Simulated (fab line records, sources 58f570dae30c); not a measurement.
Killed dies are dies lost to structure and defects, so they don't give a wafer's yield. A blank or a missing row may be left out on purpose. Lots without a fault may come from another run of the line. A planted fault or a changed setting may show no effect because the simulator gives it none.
Chamber matching | flow berkeley_cmos170 | UCB170_SPACER_CVD_00 on pecvd-03: 3 sister chambers
The step deposits SiO2 from TEOS/O2, target thk 376 nm, time 47 s. 6 wafers are shown with their chamber, then 7 later ones without.

WAFERS WITH THEIR CHAMBER
wafer  | chamber | heater_power_w (W) | susceptor_temp_C (C)
L886.5 | 0       | 234                | 389.86
L895.1 | 1       | 405                | 389.93
L895.4 | 1       | 433                | 390.11
L895.5 | 2       | 295                | 390.07
L903.1 | 2       | 274                | 390.27
L903.2 | 0       | 241                | 389.97

WAFERS WITHOUT THEIR CHAMBER
wafer  | heater_power_w (W) | susceptor_temp_C (C)
L903.3 | 361                | 390.07
L907.1 | 293                | 390.10
L907.4 | 307                | 389.65
L907.6 | 414                | 390.03
L909.1 | 204                | 389.93
L909.3 | 276                | 389.73
L909.4 | 289                | 389.64

WHICH CHAMBER EACH WENT THROUGH
wafer  | from the rows above     | in truth
L903.3 | can't be placed: 1 or 2 | 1
L907.1 | 2                       | 2
L907.4 | can't be placed: 2 or 0 | 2
L907.6 | 1                       | 1
L909.1 | 0                       | 0
L909.3 | can't be placed: 0 or 2 | 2
L909.4 | can't be placed: 0 or 2 | 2
Placed correctly: 3 of 7. Can't be placed from these rows: 4 (the true chamber is among the candidates in 4). Placed wrongly: 0.
How it was worked out, from the rows above alone: a wafer's distance from a chamber is the root of the sum, over the readings, of the square of ((its reading less the chamber's mean) divided by the reading's scatter). The wafer belongs to the nearest chamber; if the next one is less than 2 further off, it can't be placed. A chamber's mean is the mean of its shown wafers. The scatter: the root of (the sum of the squares of (reading less its chamber's mean) over the shown wafers, divided by (wafers less chambers)).
